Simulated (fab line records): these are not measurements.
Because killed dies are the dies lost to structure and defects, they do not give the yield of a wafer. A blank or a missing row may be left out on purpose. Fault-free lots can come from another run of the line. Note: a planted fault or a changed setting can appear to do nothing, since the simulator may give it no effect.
fab line records -- flow rit_cmos
record lots=6, wafers=18, last_day=7
route steps=202 shown M1@184
lots that met no fault: taken from a fault-free run of the same line
start_h: the number of hours between the record's first day and the start of the first shown wafer of the lot -- wait_h: hours since the lot's step before -- " unchanged from the row above -- L1.1+2: one row covering several wafers at once -- - no value, or no start given -- * or withheld: withheld -- < > ~ a bound
route shown NAME@n: a module of which the file shows steps, and the number in the route of the first -- usual: mean/standard deviation of fault-free wafers -- same: alike in all rows -- chamber/n: place in a boat -- sites: per-site readings -- _std_site: how widely they spread, as a standard deviation -- _edge_site: mean of outer sites minus mean of inner sites -- radius_mm: for every site, how far away it sits from the centre of the wafer -- mask NAME#n: copy n -- behind: the last tool/chamber to shape the wafer -- hold: what put the lot on hold/how long, in hours/how the hold closed -- device: names the non-switching transistor (n, p or np) -- end of line: at the end of the route, the tests of the same wafers -- for a step that has no rows: nothing shown but its recipe -- killed: dies lost to structure and defects at the first sort, not the wafer's yield -- map: per-die view of a wafer (x killed, . not killed, _ where there is no die)
set.NAME: the setting the step ran with; set.NAME@STEP: the setting that earlier step ran with -- model.NAME: the simulator's own value behind a step, which no gauge read
a table for each step, a row for each wafer; lots at some steps of the route
services: a tool's chamber out of use, with start hour (start_h, from the record's first day; less than 0 if before it), hours out, and reason
## steps
# step RIT_M1_SPUTTER_00
# recipe material=Al, target_thk_nm=400, power_w=1971, chamber_pressure_pa=0.4, gas=Ar, time_s=500, substrate_temp_c=25
# usual throttle_valve_pct=30.0/0.9
lot.wafer,tool,chamber,start_h,wait_h,throttle_valve_pct
L415.1,pvd_sputter-04,-,61.85,0.0,29.0
L415.4,pvd_sputter-04,-,61.85,0.0,30.2
L415.5,pvd_sputter-04,-,61.85,0.0,30.4
L416.1,pvd_sputter-01,-,64.44,0.0,30.4
L416.5,pvd_sputter-01,-,64.44,0.0,30.1
L416.6,pvd_sputter-01,-,64.44,0.0,29.3
L427.1,pvd_sputter-02,-,128.91,0.0,31.5
L427.4,pvd_sputter-02,-,128.91,0.0,31.6
L427.6,pvd_sputter-02,-,128.91,0.0,29.4
L429.3,pvd_sputter-02,-,139.90,0.0,31.4
L429.4,pvd_sputter-02,-,139.90,0.0,31.0
L429.5,pvd_sputter-02,-,139.90,0.0,30.7
L432.2,pvd_sputter-02,-,147.37,0.0,31.0
L432.5,pvd_sputter-02,-,147.37,0.0,29.7
L432.6,pvd_sputter-02,-,147.37,0.0,31.1
L435.2,pvd_sputter-04,-,160.05,0.0,30.2
L435.4,pvd_sputter-04,-,160.05,0.0,29.8
L435.5,pvd_sputter-04,-,160.05,0.0,29.2
# step RIT_M1_RS_MEAS_01
# recipe thk_meas_gauge=four-point-probe, reads=Al_of_M1_SPUTTER_00
# usual M1_AL_RS=0.0747/0.00079
lot.wafer,tool,chamber,start_h,wait_h,M1_AL_RS[ohm/sq]
L415.1,film_metro-01,-,62.15,0.1,0.0746
L415.4,film_metro-01,-,62.15,0.1,0.0749
L415.5,film_metro-01,-,62.15,0.1,0.0753
L416.1,film_metro-01,-,64.73,0.1,0.0756
L416.5,film_metro-01,-,64.73,0.1,0.0756
L416.6,film_metro-01,-,64.73,0.1,0.0744
L427.1,film_metro-04,-,129.20,0.1,0.0751
L427.4,film_metro-04,-,129.20,0.1,0.0741
L427.6,film_metro-04,-,129.20,0.1,0.0742
L429.3,film_metro-04,-,140.24,0.2,0.0746
L429.4,film_metro-04,-,140.24,0.2,0.0754
L429.5,film_metro-04,-,140.24,0.2,0.0756
L432.2,film_metro-03,-,147.68,0.2,0.0741
L432.5,film_metro-03,-,147.68,0.2,0.0740
L432.6,film_metro-03,-,147.68,0.2,0.0734
L435.2,film_metro-03,-,160.36,0.2,0.0753
L435.4,film_metro-03,-,160.36,0.2,0.0741
L435.5,film_metro-03,-,160.36,0.2,0.0746
# step RIT_M1_THK_MEAS_02
# recipe thk_meas_gauge=xrf, reads=Al_of_M1_SPUTTER_00
# usual M1_AL_THK=389/5.2
lot.wafer,tool,chamber,start_h,wait_h,M1_AL_THK[nm]
L415.1,film_metro-01,-,62.27,0.1,388
L415.4,film_metro-01,-,62.27,0.1,388
L415.5,film_metro-01,-,62.27,0.1,382
L416.1,film_metro-01,-,64.85,0.1,383
L416.5,film_metro-01,-,64.85,0.1,383
L416.6,film_metro-01,-,64.85,0.1,386
L427.1,film_metro-04,-,129.32,0.1,391
L427.4,film_metro-04,-,129.32,0.1,396
L427.6,film_metro-04,-,129.32,0.1,396
L429.3,film_metro-04,-,140.34,0.1,390
L429.4,film_metro-04,-,140.34,0.1,388
L429.5,film_metro-04,-,140.34,0.1,386
L432.2,film_metro-03,-,147.79,0.1,393
L432.5,film_metro-03,-,147.79,0.1,392
L432.6,film_metro-03,-,147.79,0.1,396
L435.2,film_metro-03,-,160.47,0.1,387
L435.4,film_metro-03,-,160.47,0.1,389
L435.5,film_metro-03,-,160.47,0.1,386
# step RIT_M1_HMDS_03
# recipe prime_time_s=60, prime_temp_c=140
# step RIT_M1_COAT_04
# recipe resist=NOVOLAK, spin_rpm=2000, resist_thk_nm=1300
# step RIT_M1_SOFTBAKE_05
# recipe resist=NOVOLAK, temp_c=90, time_s=60
# step RIT_M1_EXPOSE_06
# recipe mask_id=M12, na=0.6, source_shape=conventional, sigma_outer=0.5, target_cd_nm=2600, dose_mj=250
# step RIT_M1_PEB_07
# recipe resist=NOVOLAK, temp_c=withheld, time_s=withheld
# step RIT_M1_DEVELOP_08
# recipe resist=NOVOLAK, develop_time_s=68, dev_temp_c=23
# step RIT_M1_CD_MEAS_09
# recipe target_cd_nm=2600
# usual cd_nm=2600.0/2.4
lot.wafer,tool,chamber,start_h,wait_h,cd_nm
L415.1,cd_sem-01,-,63.21,-,2600.6
L415.4,cd_sem-01,-,63.21,-,2598.8
L415.5,cd_sem-01,-,63.21,-,2599.2
L416.1,cd_sem-01,-,65.92,-,2600.4
L416.5,cd_sem-01,-,65.92,-,2601.1
L416.6,cd_sem-01,-,65.92,-,2600.0
L427.1,cd_sem-02,-,130.27,-,2600.0
L427.4,cd_sem-02,-,130.27,-,2603.9
L427.6,cd_sem-02,-,130.27,-,2602.5
L429.3,cd_sem-01,-,141.55,-,2599.2
L429.4,cd_sem-01,-,141.55,-,2597.8
L429.5,cd_sem-01,-,141.55,-,2599.2
L432.2,cd_sem-01,-,148.74,-,2598.2
L432.5,cd_sem-01,-,148.74,-,2597.9
L432.6,cd_sem-01,-,148.74,-,2595.2
L435.2,cd_sem-01,-,161.42,-,2600.7
L435.4,cd_sem-01,-,161.42,-,2599.1
L435.5,cd_sem-01,-,161.42,-,2602.2
# step RIT_M1_OVL_MEAS_10
# usual M1_OVL=-1.0/1.5
lot.wafer,tool,chamber,start_h,wait_h,M1_OVL[nm]
L415.1,overlay-02,-,63.33,0.1,-3.3
L415.4,overlay-02,-,63.33,0.1,-3.8
L415.5,overlay-02,-,63.33,0.1,-2.8
L416.1,overlay-01,-,66.04,0.1,0.3
L416.5,overlay-01,-,66.04,0.1,0.6
L416.6,overlay-01,-,66.04,0.1,0.0
L427.1,overlay-02,-,130.39,0.1,-1.3
L427.4,overlay-02,-,130.39,0.1,1.7
L427.6,overlay-02,-,130.39,0.1,0.3
L429.3,overlay-02,-,141.64,0.1,-1.0
L429.4,overlay-02,-,141.64,0.1,1.0
L429.5,overlay-02,-,141.64,0.1,0.1
L432.2,overlay-01,-,148.85,0.1,-2.0
L432.5,overlay-01,-,148.85,0.1,-1.5
L432.6,overlay-01,-,148.85,0.1,-1.9
L435.2,overlay-01,-,161.53,0.1,-0.8
L435.4,overlay-01,-,161.53,0.1,-1.3
L435.5,overlay-01,-,161.53,0.1,-2.3
# step RIT_M1_HARDBAKE_11
# recipe resist=NOVOLAK, temp_c=140, time_s=120
# step RIT_M1_METAL_ETCH_12
# recipe stop_on=SiO2, chemistry=Cl2/BCl3, target=Al, time_s=168.9, over_etch_frac=0.5, pressure_mtorr=100, target_depth_a=6000, rf_w=250, Cl2_flow_sccm=60, bcl3_flow_sccm=50
# usual drypump_motor_current_A=5.4/0.31, oes_product_au=0.769/0.013, throttle_valve_pct=8.34/0.059
lot.wafer,tool,chamber,start_h,wait_h,drypump_motor_current_A,oes_product_au,rf_hours_counter_h,throttle_valve_pct,model.NOVOLAK_of_M1_COAT_04.thk_nm,model.M1.feature_depth_nm,model.SiO2_of_CONTACT_CVD_00.thk_nm
L415.1,rie_metal-02,1,63.61,0.2,5.4,0.786,0,8.34,796.1,427.4,364.8
L415.4,rie_metal-02,0,63.61,0.2,5.0,0.780,-,8.28,798.1,426.6,371.2
L415.5,rie_metal-02,0,63.61,0.2,5.0,0.782,-,8.26,791.3,424,368.1
L416.1,rie_metal-04,1,66.32,0.2,6.0,0.780,35,8.41,796.6,422.7,350.2
L416.5,rie_metal-04,0,66.32,0.2,5.7,0.768,-,8.42,815.1,422,360.2
L416.6,rie_metal-04,1,66.32,0.2,6.0,0.775,-,8.43,792.4,428.5,354.6
L427.1,rie_metal-02,0,130.67,0.2,5.0,0.782,1,8.25,792.8,425.4,360
L427.4,rie_metal-02,0,130.67,0.2,4.9,0.789,-,8.27,792.3,431,370
L427.6,rie_metal-02,1,130.67,0.2,5.4,0.782,-,8.35,598.9,450,349
L429.3,rie_metal-02,1,142.09,0.2,5.3,0.782,-,8.34,600.6,448.1,338.3
L429.4,rie_metal-02,1,142.09,0.2,5.3,0.769,-,8.35,599.6,444.8,341.5
L429.5,rie_metal-02,1,142.09,0.2,5.3,0.772,-,8.33,597.6,442.6,343.5
L432.2,rie_metal-01,1,149.13,0.2,5.3,0.758,5,8.35,803,429,362.4
L432.5,rie_metal-01,0,149.13,0.2,5.2,0.758,-,8.27,807.2,429,371.2
L432.6,rie_metal-01,1,149.13,0.2,5.3,0.758,-,8.36,800.7,432.2,363
L435.2,rie_metal-01,1,161.81,0.2,5.3,0.748,5,8.35,803.9,423,353.2
L435.4,rie_metal-01,0,161.81,0.2,5.2,0.765,-,8.27,806.6,428.3,364.4
L435.5,rie_metal-01,0,161.81,0.2,5.2,0.756,-,8.26,812.9,425.1,361.1
# step RIT_M1_STRIP_13
# recipe chemistry=nmp, resist=NOVOLAK, temp_c=80, time_s=600, dry=n2_spin
# step RIT_M1_STRIP_14
# recipe chemistry=O2, time_s=180, platen_temp_c=withheld, power_w=500, pressure_mtorr=4000, o2_flow_sccm=4000
# usual drypump_motor_current_A=5.89/0.28, rf_refl_power_W=6.0/1.1
lot.wafer,tool,chamber,start_h,wait_h,drypump_motor_current_A,rf_hours_counter_h,rf_refl_power_W
L415.1,plasma_asher-03,0,63.95,0.0,6.15,39,6.6
L415.4,plasma_asher-03,1,63.95,0.0,6.07,-,7.1
L415.5,plasma_asher-03,0,63.95,0.0,6.14,-,6.6
L416.1,plasma_asher-03,0,66.66,0.0,6.16,40,6.6
L416.5,plasma_asher-03,0,66.66,0.0,6.16,-,6.6
L416.6,plasma_asher-03,1,66.66,0.0,6.09,-,7.0
L427.1,plasma_asher-02,0,131.22,0.0,5.64,34,4.2
L427.4,plasma_asher-02,1,131.22,0.0,5.65,-,5.3
L427.6,plasma_asher-02,0,131.22,0.0,5.68,-,4.2
L429.3,plasma_asher-04,0,142.56,0.1,6.07,-,7.1
L429.4,plasma_asher-04,1,142.56,0.1,5.32,-,4.9
L429.5,plasma_asher-04,1,142.56,0.1,5.30,-,4.9
L432.2,plasma_asher-03,1,149.47,0.0,6.05,50,7.0
L432.5,plasma_asher-03,1,149.47,0.0,6.10,-,7.0
L432.6,plasma_asher-03,0,149.47,0.0,6.14,-,6.7
L435.2,plasma_asher-02,1,162.15,0.0,5.66,38,5.3
L435.4,plasma_asher-02,0,162.15,0.0,5.63,-,4.2
L435.5,plasma_asher-02,1,162.15,0.0,5.66,-,5.3
# step RIT_M1_CD_MEAS_90
# recipe target_cd_nm=2600
# usual cd_nm=2600.0/2.7
lot.wafer,tool,chamber,start_h,wait_h,cd_nm
L415.1,cd_sem-02,-,64.12,0.1,2604.0
L415.4,cd_sem-02,-,64.12,0.1,2599.1
L415.5,cd_sem-02,-,64.12,0.1,2599.5
L416.1,cd_sem-01,-,66.84,0.1,2600.2
L416.5,cd_sem-01,-,66.84,0.1,2601.9
L416.6,cd_sem-01,-,66.84,0.1,2600.6
L427.1,cd_sem-02,-,131.39,0.1,2599.0
L427.4,cd_sem-02,-,131.39,0.1,2603.1
L427.6,cd_sem-02,-,131.39,0.1,2587.1
L429.3,cd_sem-01,-,142.71,0.1,2586.0
L429.4,cd_sem-01,-,142.71,0.1,2585.3
L429.5,cd_sem-01,-,142.71,0.1,2586.7
L432.2,cd_sem-02,-,149.66,0.1,2597.2
L432.5,cd_sem-02,-,149.66,0.1,2596.6
L432.6,cd_sem-02,-,149.66,0.1,2592.7
L435.2,cd_sem-02,-,162.34,0.1,2601.5
L435.4,cd_sem-02,-,162.34,0.1,2601.1
L435.5,cd_sem-02,-,162.34,0.1,2603.8
# step RIT_M1_ANNEAL_15
# recipe temp_c=450, time_s=1842, ambient=forming_gas_H2N2
# step RIT_M1_PROBE_99
# usual defect_limited_yield=97.2/1.3, killed_at_M0_to_M3=0.0/0.25, killed_at_contacts=0.0/0.18, killed_at_front_end=7/3.4, killed_dies=7/3.4, killed_open=3.7/2.2, killed_short=3.6/2.2, sort_bin_3_pad_short=0.2/0.24, sort_bin_5_function=1.6/0.94, sort_bin_6_memory=1.1/0.72, sort_n_pass=257/3.4, sort_yield_pct=97.2/1.3
# same gross_dies=264, killed_at_M4_up=0, killed_at_back_side=0, killed_at_other=0
lot.wafer,tool,chamber,start_h,wait_h,defect_limited_yield[%],killed_at_M0_to_M3,killed_at_contacts,killed_at_front_end,killed_dies,killed_open,killed_short,sort_bin_3_pad_short[%],sort_bin_5_function[%],sort_bin_6_memory[%],sort_n_pass,sort_yield_pct[%],model.etest.m1.width_nm,model.etest.antenna_m1.gate_log10_a_cm2,model.etest.antenna_m1.vt_shift_v
L415.1,prober-01,-,65.86,0.1,98.5,0,0,4,4,1,3,0,0.8,0.8,260,98.5,2602,-6.196,-0.01128
L415.4,prober-01,-,66.01,0.2,97.3,0,0,7,7,3,4,0,2.7,0,257,97.3,2595,-6.079,-0.01564
L415.5,prober-01,-,66.06,0.2,97.3,0,0,7,7,6,1,0,0.4,2.3,257,97.3,2598,-5.969,-0.009684
L416.1,prober-01,-,68.58,0.1,97.7,0,0,6,6,2,4,0,1.5,0.8,258,97.7,2594,-6.636,-0.01263
L416.5,prober-01,-,68.78,0.2,98.9,0,0,3,3,1,2,0,0.8,0.4,261,98.9,2609,-7.23,-0.006715
L416.6,prober-01,-,68.83,0.2,97.7,0,0,6,6,4,2,0,0.8,1.5,258,97.7,2606,-6.473,-0.01751
L427.1,prober-01,-,133.21,0.1,97.0,0,0,8,8,8,0,0,3.0,0,256,97.0,2592,-6.519,-0.01304
L427.4,prober-01,-,133.36,0.2,98.9,0,0,3,3,2,1,0,0.4,0.8,261,98.9,2594,-5.844,-0.01115
L427.6,prober-01,-,133.46,0.2,98.9,0,0,3,3,2,1,0,0.8,0.4,261,98.9,2588,-5.798,-0.02907
L429.3,prober-01,-,144.51,0.2,96.6,0,0,9,9,5,4,0.4,0.4,2.7,255,96.6,2581,-5.416,-0.02795
L429.4,prober-01,-,144.56,0.2,98.5,0,0,4,4,3,1,0,1.1,0.4,260,98.5,2588,-5.411,-0.03027
L429.5,prober-01,-,144.61,0.2,94.3,0,0,15,15,5,10,0.4,4.2,1.1,249,94.3,2578,-5.47,-0.03022
L432.2,prober-02,-,151.43,0.1,96.2,2,0,8,10,6,2,0,2.3,1.5,254,96.2,2600,-6.212,-0.0108
L432.5,prober-02,-,151.58,0.2,97.0,0,0,8,8,4,4,0.4,1.9,0.8,256,97.0,2596,-6.492,-0.007131
L432.6,prober-02,-,151.63,0.2,98.1,0,0,5,5,1,3,0.4,1.1,0.4,259,98.1,2589,-6.597,-0.01681
L435.2,prober-01,-,164.11,0.1,96.6,0,0,9,9,5,4,0,1.9,1.5,255,96.6,2600,-5.801,-0.01563
L435.4,prober-01,-,164.21,0.2,94.7,0,1,13,14,6,8,0.4,2.7,2.3,250,94.7,2602,-6.322,-0.01112
L435.5,prober-01,-,164.26,0.2,97.7,0,0,6,6,2,4,0,1.5,0.8,258,97.7,2611,-6.11,-0.0152
# killed by level:class
L415.1 FOX1:geometric_particle:short=1 GATE:geometric_particle:short=1 SILICIDE:geometric_particle:open=1 SILICIDE:geometric_particle:short=1
L415.4 REOX:geometric_particle:short=2 FOX1:geometric_particle:open=1 FOX1:geometric_particle:short=1 FOX2:geometric_particle:open=1 GATE:geometric_particle:short=1 REOX:geometric_particle:open=1
L415.5 GATE:geometric_particle:open=3 FOX1:geometric_particle:open=2 SILICIDE:geometric_particle:open=1 SILICIDE:geometric_particle:short=1
L416.1 GATE:geometric_particle:short=2 FOX2:geometric_particle:short=1 SPACER:geometric_particle:short=1 SPACER:geometric_particle:open=1 SILICIDE:geometric_particle:open=1
L416.5 FOX1:geometric_particle:short=1 GATE:geometric_particle:open=1 SILICIDE:geometric_particle:short=1
L416.6 GATE:geometric_particle:open=4 FOX2:geometric_particle:short=1 SILICIDE:geometric_particle:short=1
L427.1 SILICIDE:geometric_particle:open=4 FOX1:geometric_particle:open=2 GATE:geometric_particle:open=1 REOX:geometric_particle:open=1
L427.4 GATE:geometric_particle:open=1 GATE:geometric_particle:short=1 REOX:geometric_particle:open=1
L427.6 GATE:geometric_particle:open=1 GATE:geometric_particle:short=1 REOX:geometric_particle:open=1
L429.3 FOX2:geometric_particle:open=3 GATE:geometric_particle:short=2 SILICIDE:geometric_particle:open=2 REOX:geometric_particle:short=1 SILICIDE:geometric_particle:short=1
L429.4 FOX2:geometric_particle:open=1 GATE:geometric_particle:open=1 GATE:geometric_particle:short=1 REOX:geometric_particle:open=1
L429.5 GATE:geometric_particle:short=5 SILICIDE:geometric_particle:short=4 GATE:geometric_particle:open=2 REOX:geometric_particle:open=2 REOX:geometric_particle:short=1 SILICIDE:geometric_particle:open=1
L432.2 REOX:geometric_particle:open=2 SILICIDE:geometric_particle:open=2 M1:coat_microbubble_printed=2 GATE:geometric_particle:short=1 GATE:geometric_particle:open=1 SPACER:geometric_particle:open=1 SILICIDE:geometric_particle:short=1
L432.5 GATE:geometric_particle:open=3 GATE:geometric_particle:short=2 FOX1:geometric_particle:short=1 SPACER:geometric_particle:open=1 SILICIDE:geometric_particle:short=1
L432.6 GATE:geometric_particle:short=3 FOX1:geometric_particle:open=1 NWELL:coat_microbubble_printed=1
L435.2 GATE:geometric_particle:open=3 GATE:geometric_particle:short=2 FOX1:geometric_particle:short=1 FOX2:geometric_particle:open=1 SPACER:geometric_particle:open=1 SPACER:geometric_particle:short=1
L435.4 SPACER:geometric_particle:short=4 FOX2:geometric_particle:short=2 SPACER:geometric_particle:open=2 SILICIDE:geometric_particle:open=2 GATE:geometric_particle:short=1 GATE:geometric_particle:open=1 SILICIDE:geometric_particle:short=1 CONTACT:geometric_particle:open=1
L435.5 FOX1:geometric_particle:open=1 FOX2:geometric_particle:short=1 GATE:geometric_particle:short=1 GATE:geometric_particle:open=1 SPACER:geometric_particle:short=1 SILICIDE:geometric_particle:short=1
## services
tool,chamber,start_h,hours,kind
pvd_sputter-01,-,48.58,6.1,repair
rie_metal-01,-,79.45,0.4,repair
plasma_asher-02,-,104.47,14.6,pm
rie_metal-01,1,104.70,10.8,repair
plasma_asher-04,-,108.84,9.0,pm
plasma_asher-04,0,108.84,9.0,vent_cycle
plasma_asher-04,1,108.84,9.0,vent_cycle
plasma_asher-04,0,117.84,-,clean
plasma_asher-04,1,117.84,-,clean
rie_metal-02,0,132.34,10.1,repair
pvd_sputter-01,-,134.79,14.2,repair
rie_metal-04,-,136.12,20.0,pm
rie_metal-04,0,136.12,20.0,vent_cycle
rie_metal-04,1,136.12,20.0,vent_cycle
rie_metal-04,0,156.12,-,clean
rie_metal-04,1,156.12,-,clean
## key
first_sign step=RIT_M1_CD_MEAS_90, reading=cd_nm, direction=down, sigmas=5.1, usual=2600.0, struck=2586.3
effect none on later readings
model_effect step=RIT_M1_METAL_ETCH_12, value=NOVOLAK_of_M1_COAT_04.thk_nm, without=799.6, struck=599.2
model_effect step=RIT_M1_PROBE_99, value=etest.m1.width_nm, without=2598, struck=2584
met_at RIT_M1_METAL_ETCH_12
struck_wafers L427.6,L429.3,L429.4,L429.5
onset_between 63.61 130.67
fault kind=process_parameter_drift, tool=rie_metal-02, chamber=1, onset_h=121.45, steps=RIT_M1_METAL_ETCH_12, channel=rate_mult, offset=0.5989, shape=step, end_h=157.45
